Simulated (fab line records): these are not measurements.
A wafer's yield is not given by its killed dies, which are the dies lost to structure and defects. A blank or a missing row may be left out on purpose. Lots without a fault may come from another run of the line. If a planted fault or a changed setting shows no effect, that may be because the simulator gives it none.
fab line records | flow berkeley_cmos170
record: lots: 5 wafers: 23
route steps=331 shown ZERO@7 NWELL@15 PWELL@36 ACTIVE@65 PFIELD@80 PLDD@146
start_h: hours from the record's first day to the start of the lot's first wafer shown | wait_h: how many hours have passed since the lot's step before this one | " the same as in the row above | L1.1+2: one row covering several wafers at once | - no value, or no start was given | * or withheld: withheld | < > ~ a bound
route shown NAME@n: names a module that has steps shown in the file, with the first one's number in the route | usual: the fault-free wafers' mean and standard deviation | same: alike in all rows | chamber/n: place in a boat | sites: readings site by site | _std_site: their standard deviation | _edge_site: outer sites' mean less inner sites' | radius_mm: for every site, how far away it sits from the centre of the wafer | mask NAME#n: copy n | behind: the tool/chamber that last shaped the wafer | hold: what put the lot on hold/how long, in hours/how the hold closed | device: names the non-switching transistor (n, p or np) | end of line: at the end of the route, the tests of the same wafers | for a step that has no rows: nothing shown but its recipe | killed: at the first sort, the dies lost to defects and structure; wafer yield is something else | map: a wafer's dies, marking killed ones x, the rest . and places with no die _
set.NAME: the run value of the setting; set.NAME@STEP: its run value at that earlier step | model.NAME: the simulator's own value behind a step, which no gauge read
lots where settings were altered on purpose, with a table for each step and a row for each wafer
== steps ==
step: UCB170_ZERO_COAT_01
recipe: resist: KrF spin_rpm: 1500 resist_thk_nm: 900
columns lot.wafer tool chamber start_h wait_h set.spin_rpm model.KrF_of_ZERO_COAT_01.thk_nm
L074.1 litho_track-01 0 21.77 0.1 1500 901.3
L074.2 " 0 " " 1500 902.4
L074.3 " 0 " " 1500 899.6
L074.4 " 0 " " 1500 900
L074.6 " 0 " " 1500 901.5
L076.1 litho_track-04 0 32.92 0.1 1500 899.1
L076.3 " 0 " " 1500 897.3
L076.4 " 0 " " 1468 906.7
L076.5 " 0 " " 1468 908.9
L076.6 " 0 " " 1468 906.9
L082.1 litho_track-03 0 57.93 0.1 1500 894.7
L082.3 " 0 " " 1500 894.3
L082.4 " 0 " " 1500 895.6
L083.1 litho_track-04 0 67.36 0.1 1500 897.3
L083.2 " 0 " " 1563 878
L083.4 " 0 " " 1563 878.4
L083.5 " 0 " " 1500 894.1
L083.6 " 0 " " 1563 879.3
L084.1 litho_track-04 0 71.94 0.1 1500 898.4
L084.2 " 0 " " 1401 931.4
L084.3 " 0 " " 1500 901.5
L084.4 " 0 " " 1401 930.9
L084.5 " 0 " " 1500 899.8
step: UCB170_ZERO_SOFTBAKE_02
recipe: resist: KrF temp_c: 130 time_s: 60
step: UCB170_ZERO_EXPOSE_03
recipe: mask_id: PM_MARKS na: 0.5 sigma_outer: 0.6 source_shape: conventional target_cd_nm: 4000 dose_mj: 30
step: UCB170_ZERO_DEVELOP_05
recipe: developer: TMAH develop_time_s: 45 resist: KrF dev_temp_c: 21
step: UCB170_ZERO_ETCH_06
recipe: chemistry: CHF3/CF4/Ar target: SiO2 time_s: 12 pressure_mtorr: 100 rf_w: 500 CHF3_flow_sccm: 50 cf4_flow_sccm: 10 Ar_flow_sccm: 120 over_etch_frac: 1.707
step: UCB170_ZERO_STRIP_07
recipe: chemistry: O2 power_w: 400 pressure_mtorr: 3500 platen_temp_c: withheld o2_flow_sccm: 400 overash_fraction: 0.5
usual: strip_time_to_endpoint_s: 21.46/0.064
columns lot.wafer tool chamber start_h wait_h set.spin_rpm@ZERO_COAT_01 strip_time_to_endpoint_s
L074.1 plasma_asher-04 1 22.82 0.0 1500 21.48
L074.2 " 0 " " 1500 21.50
L074.3 " 1 " " 1500 21.44
L074.4 " 0 " " 1500 21.46
L074.6 " 0 " " 1500 21.50
L076.1 plasma_asher-01 1 33.76 0.0 1500 21.45
L076.3 " 0 " " 1500 21.37
L076.4 " 1 " " 1468 21.62
L076.5 " 1 " " 1468 21.65
L076.6 " 0 " " 1468 21.62
L082.1 plasma_asher-03 0 58.97 0.0 1500 21.34
L082.3 " 1 " " 1500 21.32
L082.4 " 0 " " 1500 21.35
L083.1 plasma_asher-04 1 68.07 0.0 1500 21.42
L083.2 " 0 " " 1563 20.93
L083.4 " 0 " " 1563 20.94
L083.5 " 1 " " 1500 21.33
L083.6 " 0 " " 1563 20.97
L084.1 plasma_asher-04 0 72.97 0.0 1500 21.44
L084.2 " 1 " " 1401 22.21
L084.3 " 1 " " 1500 21.51
L084.4 " 0 " " 1401 22.22
L084.5 " 1 " " 1500 21.47
step: UCB170_NWELL_OXIDATION_01
recipe: temp_c: 1000 ambient: O2 target_thk_a: 264 ox_time_s: 1260
columns lot.wafer tool chamber start_h wait_h set.ox_time_s model.SiO2_of_NWELL_OXIDATION_01.thk_nm
L074.1 - - - 4.8 1147 24.39
L074.2 " - " " 1147 24.7
L074.3 " - " " 1147 24.8
L074.4 " - " " 1147 24.54
L074.6 " - " " 1147 24.52
L076.1 - - - 4.6 1107 25.41
L076.3 " - " " 1107 25.75
L076.4 " - " " 1107 25.55
L076.5 " - " " 1107 25.54
L076.6 " - " " 1107 25.57
L082.1 furnace-02 0 64.47 5.3 1260 26.04
L082.3 " 0 " " 1260 26.15
L082.4 " 0 " " 1260 26.07
L083.1 - - - 4.2 1202 25.82
L083.2 " - " " 1202 25.34
L083.4 " - " " 1202 26.12
L083.5 " - " " 1202 26.03
L083.6 " - " " 1202 26.01
L084.1 - - - 1.3 1436 28.62
L084.2 " - " " 1436 28.65
L084.3 " - " " 1436 28.71
L084.4 " - " " 1436 28.83
L084.5 " - " " 1436 28.84
step: UCB170_PWELL_OXIDATION_02
recipe: temp_c: 1000 ambient: O2 target_thk_a: 264 ox_time_s: 1260
columns lot.wafer tool chamber start_h wait_h set.temp_c model.SiO2_of_PWELL_OXIDATION_02.thk_nm
L074.1 - - - 5.2 1000 26.22
L074.2 " - " " 1000 26.94
L074.3 " - " " 1000 26.38
L074.4 " - " " 1000 26.45
L074.6 " - " " 1000 26.37
L076.1 - - - 3.6 1013 29.52
L076.3 " - " " 1013 29.24
L076.4 " - " " 1013 29.32
L076.5 " - " " 1013 29.91
L076.6 " - " " 1013 29.45
L082.1 furnace-02 0 83.17 4.3 1000 25.98
L082.3 " 0 " " 1000 26.35
L082.4 " 0 " " 1000 26.45
L083.1 - - - 6.1 1023 32.86
L083.2 " - " " 1023 32.77
L083.4 " - " " 1023 32.87
L083.5 " - " " 1023 32.73
L083.6 " - " " 1023 32.33
L084.1 - - - 6.0 973.2 20.73
L084.2 " - " " 973.2 20.93
L084.3 " - " " 973.2 20.74
L084.4 " - " " 973.2 20.64
L084.5 " - " " 973.2 20.69
step: UCB170_PWELL_THK_MEAS_03
recipe: reads: SiO2_of_PWELL_OXIDATION_02
usual: PWELL_OXIDE_THK: 26.6/0.47
columns lot.wafer tool chamber start_h wait_h set.temp_c@PWELL_OXIDATION_02 PWELL_OXIDE_THK[nm]
L074.1 film_metro-03 - - - 1000 26.2
L074.2 " - " " 1000 26.9
L074.3 " - " " 1000 26.4
L074.4 " - " " 1000 26.5
L074.6 " - " " 1000 26.4
L076.1 film_metro-01 - - - 1013 29.5
L076.3 " - " " 1013 29.3
L076.4 " - " " 1013 29.3
L076.5 " - " " 1013 29.9
L076.6 " - " " 1013 29.5
L082.1 film_metro-02 - 84.52 0.0 1000 26.0
L082.3 " - " " 1000 26.4
L082.4 " - " " 1000 26.4
L083.1 film_metro-02 - - - 1023 32.9
L083.2 " - " " 1023 32.7
L083.4 " - " " 1023 32.8
L083.5 " - " " 1023 32.7
L083.6 " - " " 1023 32.3
L084.1 film_metro-01 - - - 973.2 20.7
L084.2 " - " " 973.2 20.9
L084.3 " - " " 973.2 20.8
L084.4 " - " " 973.2 20.6
L084.5 " - " " 973.2 20.7
step: UCB170_PWELL_PEB_11
recipe: peb_temp_c: 130 peb_time_s: withheld resist: KrF
columns lot.wafer tool chamber start_h wait_h set.peb_temp_c
L074.1+2 litho_track-01 0 61.92 0.8 131.9
L074.3+4+6 " 0 " " 130
L076.1+3+6 litho_track-02 0 69.17 0.6 130
L076.4+5 " 0 " " 132.6
L082.1+3+4 litho_track-02 0 95.14 0.3 130
L083.1+6 litho_track-02 0 109.54 0.1 127.8
L083.2+4+5 " 0 " " 130
L084.1+2+4 litho_track-02 0 109.90 0.1 130
L084.3+5 " 0 " " 126.7
step: UCB170_PWELL_DEVELOP_12
recipe: developer: TMAH develop_time_s: 45 resist: KrF dev_temp_c: 20.32
columns lot.wafer tool chamber start_h wait_h set.peb_temp_c@PWELL_PEB_11 model.PWELL.cd_nm
L074.1 litho_track-01 0 - - 131.9 3012
L074.2 " 0 " " 131.9 3011
L074.3+6 " 0 " " 130 2998
L074.4 " 0 " " 130 3000
L076.1+3+6 litho_track-02 0 - - 130 2999
L076.4 " 0 " " 132.6 3013
L076.5 " 0 " " 132.6 3015
L082.1+3+4 litho_track-02 0 - - 130 2999
L083.1+6 litho_track-02 0 - - 127.8 2984
L083.2 " 0 " " 130 2999
L083.4+5 " 0 " " 130 3000
L084.1+2 litho_track-02 0 - - 130 3002
L084.3+5 " 0 " " 126.7 2976
L084.4 " 0 " " 130 3001
step: UCB170_PWELL_ETCH_14
recipe: chemistry: CH3F/Ar/O2 target: Si3N4 stop_on: SiO2 CH3F_flow_sccm: 20 Ar_flow_sccm: 50 O2_flow_sccm: 7 pressure_mtorr: 50 rf_w: 450 target_depth_a: 2420 over_etch_frac: 0.1 time_s: 151
columns lot.wafer tool chamber start_h wait_h set.temp_c@PWELL_OXIDATION_02 set.peb_temp_c@PWELL_PEB_11 model.PWELL.cd_nm model.SiO2_of_PWELL_OXIDATION_02.thk_nm
L074.1 rie_diel-01 2 62.23 0.0 1000 131.9 3011 22.55
L074.2 " 3 " " 1000 131.9 3011 23.26
L074.3 " 0 " " 1000 130 2998 22.18
L074.4 " 1 " " 1000 130 2999 22.83
L074.6 " 3 " " 1000 130 2998 22.66
L076.1 rie_diel-01 0 69.48 0.0 1013 130 2999 25.32
L076.3 " 2 " " 1013 130 2999 25.54
L076.4 " 1 " " 1013 132.6 3013 25.7
L076.5 " 3 " " 1013 132.6 3015 26.22
L076.6 " 2 " " 1013 130 2998 25.76
L082.1 rie_diel-03 0 95.45 0.0 1000 130 3000 22.02
L082.3 " 3 " " 1000 130 2999 22.47
L082.4 " 1 " " 1000 130 2999 22.46
L083.1 rie_diel-04 0 109.85 0.0 1023 127.8 2984 28.86
L083.2 " 1 " " 1023 130 2999 29.11
L083.4 " 3 " " 1023 130 3000 29.25
L083.5 " 0 " " 1023 130 3000 28.73
L083.6 " 3 " " 1023 127.8 2984 28.7
L084.1 rie_diel-04 0 110.21 0.0 973.2 130 3002 16.72
L084.2 " 3 " " 973.2 130 3002 17.31
L084.3 " 2 " " 973.2 126.7 2976 17.17
L084.4 " 1 " " 973.2 130 3001 16.97
L084.5 " 3 " " 973.2 126.7 2976 17.07
step: UCB170_ACTIVE_CVD_05
recipe: material: Si3N4 target_thk_nm: 220 temp_c: 800 precursor: SiH2Cl2/NH3 time_s: 3300 pressure_mtorr: 200 sih2cl2_flow_sccm: 25 nh3_flow_sccm: 75
columns lot.wafer tool chamber start_h wait_h set.temp_c model.Si3N4_of_ACTIVE_CVD_05.thk_nm
L074.1 - - - 0.0 811.4 268.5
L074.2 " - " " 811.4 269
L074.3 " - " " 811.4 270.9
L074.4 " - " " 811.4 268
L074.6 " - " " 811.4 269.7
L076.1 - - - 0.7 800 217.8
L076.3 " - " " 800 218.5
L076.4 " - " " 800 220.4
L076.5 " - " " 800 221.4
L076.6 " - " " 800 221.8
L082.1 lpcvd-01 0 135.22 0.7 800 217.1
L082.3 " 0 " " 800 217.6
L082.4 " 0 " " 800 219.2
L083.1 - - - 0.0 790.9 188
L083.2 " - " " 790.9 188.9
L083.4 " - " " 790.9 185.7
L083.5 " - " " 790.9 187
L083.6 " - " " 790.9 188.3
L084.1 - - - 0.0 788.4 177.7
L084.2 " - " " 788.4 176.6
L084.3 " - " " 788.4 177.5
L084.4 " - " " 788.4 179.8
L084.5 " - " " 788.4 179.1
step: UCB170_ACTIVE_THK_MEAS_06
recipe: reads: Si3N4_of_ACTIVE_CVD_05
usual: ACTIVE_NITRIDE_THK: 220.0/1.8
columns lot.wafer tool chamber start_h wait_h set.temp_c@ACTIVE_CVD_05 ACTIVE_NITRIDE_THK[nm]
L074.1 film_metro-04 - - - 811.4 268.6
L074.2 " - " " 811.4 269.0
L074.3 " - " " 811.4 271.1
L074.4 " - " " 811.4 268.1
L074.6 " - " " 811.4 269.8
L076.1 film_metro-01 - - - 800 218.0
L076.3 " - " " 800 218.5
L076.4 " - " " 800 220.3
L076.5 " - " " 800 221.4
L076.6 " - " " 800 221.7
L082.1 film_metro-04 - 137.13 0.0 800 217.2
L082.3 " - " " 800 217.5
L082.4 " - " " 800 219.4
L083.1 film_metro-02 - - - 790.9 188.0
L083.2 " - " " 790.9 189.0
L083.4 " - " " 790.9 185.7
L083.5 " - " " 790.9 186.9
L083.6 " - " " 790.9 188.3
L084.1 film_metro-01 - - - 788.4 177.7
L084.2 " - " " 788.4 176.4
L084.3 " - " " 788.4 177.6
L084.4 " - " " 788.4 179.8
L084.5 " - " " 788.4 179.2
step: UCB170_ACTIVE_HMDS_07
recipe: prime_time_s: 60 prime_temp_c: 100
step: UCB170_ACTIVE_COAT_08
recipe: resist: KrF spin_rpm: 1500 resist_thk_nm: 900
step: UCB170_ACTIVE_ETCH_15
recipe: chemistry: CH3F/Ar/O2 target: Si3N4 stop_on: SiO2 CH3F_flow_sccm: 20 Ar_flow_sccm: 50 O2_flow_sccm: 7 pressure_mtorr: 50 rf_w: 450 target_depth_a: 2420 over_etch_frac: 0.1 time_s: 151
usual: oes_product_au: 0.938/0.016
columns lot.wafer tool chamber start_h wait_h set.temp_c@ACTIVE_CVD_05 oes_product_au model.etch.depth_nm
L074.1 rie_diel-04 3 95.29 0.0 811.4 0.970 238.1
L074.2 " 0 " " 811.4 0.994 242.7
L074.3 " 2 " " 811.4 0.999 236.3
L074.4 " 1 " " 811.4 0.979 -
L074.6 " 3 " " 811.4 0.968 -
L076.1 rie_diel-02 1 112.37 0.0 800 0.939 217.8
L076.3 " 3 " " 800 0.945 -
L076.4 " 0 " " 800 0.939 -
L076.5 " 3 " " 800 0.944 221.4
L076.6 " 0 " " 800 0.934 221.8
L082.1 rie_diel-01 0 138.80 0.0 800 0.912 217.1
L082.3 " 1 " " 800 0.935 217.6
L082.4 " 2 " " 800 0.966 219.2
L083.1 rie_diel-04 2 148.39 0.0 790.9 0.863 -
L083.2 " 1 " " 790.9 0.857 -
L083.4 " 3 " " 790.9 0.830 185.7
L083.5 " 2 " " 790.9 0.863 187
L083.6 " 1 " " 790.9 0.850 -
L084.1 rie_diel-02 2 148.67 0.0 788.4 0.827 177.7
L084.2 " 3 " " 788.4 0.831 176.6
L084.3 " 1 " " 788.4 0.832 177.5
L084.4 " 0 " " 788.4 0.837 179.8
L084.5 " 2 " " 788.4 0.828 179.1
step: UCB170_PFIELD_COAT_01
recipe: resist: KrF spin_rpm: 1500 resist_thk_nm: 900
columns lot.wafer tool chamber start_h wait_h set.spin_rpm model.KrF_of_PFIELD_COAT_01.thk_nm
L074.1 litho_track-03 0 95.94 0.1 1455 913
L074.2 " 0 " " 1500 900
L074.3 " 0 " " 1500 897
L074.4 " 0 " " 1500 895.5
L074.6 " 0 " " 1455 910.6
L076.1 litho_track-01 0 114.90 0.1 1500 906.2
L076.3 " 0 " " 1554 887.6
L076.4 " 0 " " 1500 904.3
L076.5 " 0 " " 1500 900.8
L076.6 " 0 " " 1554 888.8
L082.1 litho_track-03 0 140.05 0.1 1500 898.8
L082.3 " 0 " " 1500 898
L082.4 " 0 " " 1500 897.6
L083.1 litho_track-03 0 149.36 0.1 1564 883
L083.2 " 0 " " 1564 878.9
L083.4 " 0 " " 1500 900.7
L083.5 " 0 " " 1500 898.6
L083.6 " 0 " " 1564 880.1
L084.1 litho_track-01 0 149.56 0.1 1534 881.6
L084.2 " 0 " " 1534 885.1
L084.3 " 0 " " 1500 891.6
L084.4 " 0 " " 1500 894.2
L084.5 " 0 " " 1534 886.6
step: UCB170_PFIELD_DEVELOP_05
recipe: developer: TMAH develop_time_s: 45 resist: KrF dev_temp_c: 21
columns lot.wafer tool chamber start_h wait_h set.dev_temp_c
L074.1+3+4 litho_track-01 0 - - 23.87
L074.2+6 " 0 " " 21
L076.1+5+6 litho_track-04 0 - - 23.36
L076.3+4 " 0 " " 21
L082.1+3+4 litho_track-01 0 - - 21
L083.1+4+6 litho_track-01 0 - - 18.82
L083.2+5 " 0 " " 21
L084.1+4 litho_track-01 0 - - 21
L084.2+3+5 " 0 " " 23.94
step: UCB170_PFIELD_IMPLANT_07
recipe: species: B dose_cm2: 2e+13 energy_kev: 80 tilt_deg: 7
step: UCB170_PFIELD_STRIP_08
recipe: chemistry: O2 power_w: 400 pressure_mtorr: 3500 platen_temp_c: withheld o2_flow_sccm: 400 overash_fraction: 0.5
usual: strip_time_to_endpoint_s: 21.63/0.081
columns lot.wafer tool chamber start_h wait_h set.spin_rpm@PFIELD_COAT_01 strip_time_to_endpoint_s
L074.1 plasma_asher-03 1 96.82 0.1 1455 21.93
L074.2 " 0 " " 1500 21.62
L074.3 " 0 " " 1500 21.56
L074.4 " 1 " " 1500 21.50
L074.6 " 1 " " 1455 21.87
L076.1 plasma_asher-04 0 116.51 0.1 1500 21.78
L076.3 " 1 " " 1554 21.31
L076.4 " 0 " " 1500 21.73
L076.5 " 0 " " 1500 21.64
L076.6 " 1 " " 1554 21.36
L082.1 plasma_asher-01 0 141.97 0.1 1500 21.60
L082.3 " 0 " " 1500 21.57
L082.4 " 1 " " 1500 21.56
L083.1 plasma_asher-03 0 150.36 0.1 1564 21.22
L083.2 " 1 " " 1564 21.13
L083.4 " 0 " " 1500 21.64
L083.5 " 1 " " 1500 21.59
L083.6 " 0 " " 1564 21.16
L084.1 plasma_asher-04 1 150.64 0.1 1534 21.17
L084.2 " 0 " " 1534 21.28
L084.3 " 1 " " 1500 21.42
L084.4 " 0 " " 1500 21.50
L084.5 " 1 " " 1534 21.30
step: UCB170_PLDD_COAT_01
recipe: resist: KrF spin_rpm: 1500 resist_thk_nm: 900
columns lot.wafer tool chamber start_h wait_h set.resist_thk_nm model.KrF_of_PLDD_COAT_01.thk_nm
L074.1 litho_track-03 0 163.19 0.1 924 924.6
L074.2 " 0 " " 924 924
L074.3 " 0 " " 924 924.4
L074.4 " 0 " " 900 899.1
L074.6 " 0 " " 900 899.7
L076.1 litho_track-01 0 180.40 0.1 945.1 944.5
L076.3 " 0 " " 945.1 941.1
L076.4 " 0 " " 945.1 941
L076.5 " 0 " " 900 896.1
L076.6 " 0 " " 900 898.1
L082.1 litho_track-03 0 197.89 0.1 900 898
L082.3+4 " 0 " " 900 898.7
L084.1 litho_track-03 0 201.80 0.1 900 901.6
L084.2 " 0 " " 900 903.2
L084.3 " 0 " " 900 902.8
L084.4 " 0 " " 900 905.7
L084.5 " 0 " " 900 901.3
L083.1 litho_track-03 0 202.25 0.1 900 895.7
L083.2 " 0 " " 853 852.4
L083.4 " 0 " " 900 897.9
L083.5 " 0 " " 900 897.3
L083.6 " 0 " " 853 852.6
step: UCB170_PLDD_SOFTBAKE_02
recipe: resist: KrF temp_c: 130 time_s: 60
step: UCB170_PLDD_EXPOSE_03
recipe: mask_id: PSELECT na: 0.5 sigma_outer: 0.6 source_shape: conventional target_cd_nm: 1200 dose_mj: 30
step: UCB170_PLDD_IMPLANT_08
recipe: species: BF2 dose_cm2: 5e+13 energy_kev: 10.14 tilt_deg: 7 rotation_deg: 0
step: UCB170_PLDD_IMPLANT_09
recipe: species: BF2 dose_cm2: 5e+13 energy_kev: 10 tilt_deg: 7 rotation_deg: 180
step: UCB170_PLDD_STRIP_10
recipe: chemistry: O2 power_w: 400 pressure_mtorr: 3500 platen_temp_c: withheld o2_flow_sccm: 400 overash_fraction: 0.5
usual: strip_time_to_endpoint_s: 21.61/0.057
columns lot.wafer tool chamber start_h wait_h set.resist_thk_nm@PLDD_COAT_01 strip_time_to_endpoint_s
L074.1 plasma_asher-04 1 164.95 0.1 924 22.22
L074.2 " 0 " " 924 22.20
L074.3 " 0 " " 924 22.20
L074.4 " 1 " " 900 21.59
L074.6 " 0 " " 900 21.63
L076.1 plasma_asher-01 1 181.55 0.1 945.1 22.69
L076.3 " 1 " " 945.1 22.61
L076.4 " 0 " " 945.1 22.60
L076.5 " 1 " " 900 21.53
L076.6 " 0 " " 900 21.58
L082.1 plasma_asher-04 0 199.32 0.1 900 21.58
L082.3 " 1 " " 900 21.58
L082.4 " 0 " " 900 21.59
L084.1 plasma_asher-03 0 203.25 0.1 900 21.68
L084.2 " 1 " " 900 21.72
L084.3 " 0 " " 900 21.68
L084.4 " 1 " " 900 21.76
L084.5 " 1 " " 900 21.66
L083.1 plasma_asher-04 1 203.73 0.1 900 21.51
L083.2 " 0 " " 853 20.48
L083.4 " 1 " " 900 21.57
L083.5 " 0 " " 900 21.56
L083.6 " 1 " " 853 20.48
== key ==
split: step: UCB170_ZERO_COAT_01 setting: spin_rpm stated: 1500 by: wafer
response: step: UCB170_ZERO_COAT_01 reading: model.KrF_of_ZERO_COAT_01.thk_nm change: -4.53 per: 1% r: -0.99
response: step: UCB170_ZERO_STRIP_07 reading: strip_time_to_endpoint_s change: * per: 1% r: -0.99
split: step: UCB170_NWELL_OXIDATION_01 setting: ox_time_s stated: 1260 by: lot
response: step: UCB170_NWELL_OXIDATION_01 reading: model.SiO2_of_NWELL_OXIDATION_01.thk_nm change: +0.142 per: 1% r: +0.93
split: step: UCB170_PWELL_OXIDATION_02 setting: temp_c stated: 1000 by: lot
response: step: UCB170_PWELL_OXIDATION_02 reading: model.SiO2_of_PWELL_OXIDATION_02.thk_nm change: +2.36 per: 1% r: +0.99
response: step: UCB170_PWELL_THK_MEAS_03 reading: PWELL_OXIDE_THK change: +2.35 per: 1% r: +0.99
response: step: UCB170_PWELL_ETCH_14 reading: model.SiO2_of_PWELL_OXIDATION_02.thk_nm change: +2.34 per: 1% r: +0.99
split: step: UCB170_PWELL_PEB_11 setting: peb_temp_c stated: 130 by: wafer
response: step: UCB170_PWELL_DEVELOP_12 reading: model.PWELL.cd_nm change: +9.17 per: 1% r: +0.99
response: step: UCB170_PWELL_ETCH_14 reading: model.PWELL.cd_nm change: +9.14 per: 1% r: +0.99
split: step: UCB170_ACTIVE_CVD_05 setting: temp_c stated: 800 by: lot
response: step: UCB170_ACTIVE_CVD_05 reading: model.Si3N4_of_ACTIVE_CVD_05.thk_nm change: +31.4 per: 1% r: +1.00
response: step: UCB170_ACTIVE_THK_MEAS_06 reading: ACTIVE_NITRIDE_THK change: +31.4 per: 1% r: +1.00
response: step: UCB170_ACTIVE_ETCH_15 reading: oes_product_au change: +0.0541 per: 1% r: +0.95
response: step: UCB170_ACTIVE_ETCH_15 reading: model.etch.depth_nm change: +22.2 per: 1% r: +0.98
split: step: UCB170_PFIELD_COAT_01 setting: spin_rpm stated: 1500 by: wafer
response: step: UCB170_PFIELD_COAT_01 reading: model.KrF_of_PFIELD_COAT_01.thk_nm change: -4.39 per: 1% r: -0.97
response: step: UCB170_PFIELD_STRIP_08 reading: strip_time_to_endpoint_s change: * per: 1% r: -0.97
split: step: UCB170_PFIELD_DEVELOP_05 setting: dev_temp_c stated: 21 by: wafer
response none clear
split: step: UCB170_PLDD_COAT_01 setting: resist_thk_nm stated: 900 by: wafer
response: step: UCB170_PLDD_COAT_01 reading: model.KrF_of_PLDD_COAT_01.thk_nm change: +8.82 per: 1% r: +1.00
response: step: UCB170_PLDD_STRIP_10 reading: strip_time_to_endpoint_s change: * per: 1% r: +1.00
